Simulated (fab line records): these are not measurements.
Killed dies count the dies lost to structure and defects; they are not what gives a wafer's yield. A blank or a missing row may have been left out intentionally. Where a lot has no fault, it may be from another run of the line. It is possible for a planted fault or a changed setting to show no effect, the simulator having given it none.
Matching of chambers | flow berkeley_cmos170 | UCB170_V1_ETCH_14 on rie_diel-01 has 4 sister chambers
The step etches SiO2 in CHF3/CF4/Ar, stops on Al, target depth 1250 nm, time 291 s. 18 wafers are shown with their chamber, then 9 later ones without.

## EACH WAFER AND ITS CHAMBER
wafer  | chamber | drypump_motor_current_A (A) | throttle_valve_pct (%) | oes_product_au (a.u.)
L075.2 | 2       | 4.9                         | 7.11                   | 0.876
L075.3 | 1       | 5.8                         | 6.86                   | 0.857
L075.5 | 0       | 5.0                         | 6.78                   | 0.869
L079.1 | 2       | 5.0                         | 7.10                   | 0.884
L079.3 | 0       | 5.0                         | 6.79                   | 0.875
L079.4 | 2       | 4.9                         | 7.10                   | 0.883
L082.1 | 2       | 5.0                         | 7.10                   | 0.874
L082.2 | 3       | 5.5                         | 7.11                   | 0.852
L082.4 | 0       | 5.0                         | 6.79                   | 0.864
L085.1 | 2       | 4.9                         | 7.11                   | 0.879
L085.2 | 3       | 5.5                         | 7.12                   | 0.847
L085.6 | 3       | 5.5                         | 7.12                   | 0.848
L083.1 | 1       | 5.8                         | 6.86                   | 0.847
L083.2 | 3       | 5.5                         | 7.11                   | 0.852
L083.5 | 2       | 4.9                         | 7.11                   | 0.879
L087.1 | 0       | 5.0                         | 6.80                   | 0.864
L087.2 | 1       | 5.8                         | 6.87                   | 0.856
L087.4 | 3       | 5.5                         | 7.11                   | 0.856

SIGNATURES (means of the wafers above)
reading                 | chamber 0 | chamber 1 | chamber 2 | chamber 3 | scatter within a chamber
drypump_motor_current_A | 5.000     | 5.800     | 4.933     | 5.500     | 0.0309
throttle_valve_pct      | 6.7900    | 6.8633    | 7.1050    | 7.1140    | 0.00619
oes_product_au          | 0.86800   | 0.85333   | 0.87917   | 0.85100   | 0.00439
Rule: for a wafer and a chamber, the distance is found by dividing, reading by reading, the gap between the wafer's reading and the chamber's mean by the reading's scatter, squaring, summing and taking the root. The wafer belongs to the nearest chamber; if the next one is less than 2 further off, it can't be placed. The scatter: the root of (the sum of the squares of (reading less its chamber's mean) over the shown wafers, divided by (wafers less chambers)).

## WAFERS WHOSE CHAMBER IS MISSING
wafer  | drypump_motor_current_A (A) | throttle_valve_pct (%) | oes_product_au (a.u.)
L092.1 | 5.5                         | 7.10                   | 0.856
L092.3 | 5.0                         | 6.77                   | 0.878
L092.4 | 4.9                         | 7.12                   | 0.876
L089.2 | 5.5                         | 7.10                   | 0.855
L089.4 | 5.0                         | 7.09                   | 0.872
L089.6 | 5.5                         | 7.13                   | 0.856
L095.3 | 5.0                         | 6.78                   | 0.867
L095.4 | 5.8                         | 6.86                   | 0.851
L095.5 | 5.0                         | 6.79                   | 0.870

## EACH ONE'S CHAMBER
wafer  | from the rows above | in truth
L092.1 | 3                   | 3
L092.3 | 0                   | 0
L092.4 | 2                   | 2
L089.2 | 3                   | 3
L089.4 | 2                   | 2
L089.6 | 3                   | 3
L095.3 | 0                   | 0
L095.4 | 1                   | 1
L095.5 | 0                   | 0
Placed correctly: 9 of 9. Can't be placed from these rows: 0. Number placed wrongly: 0.
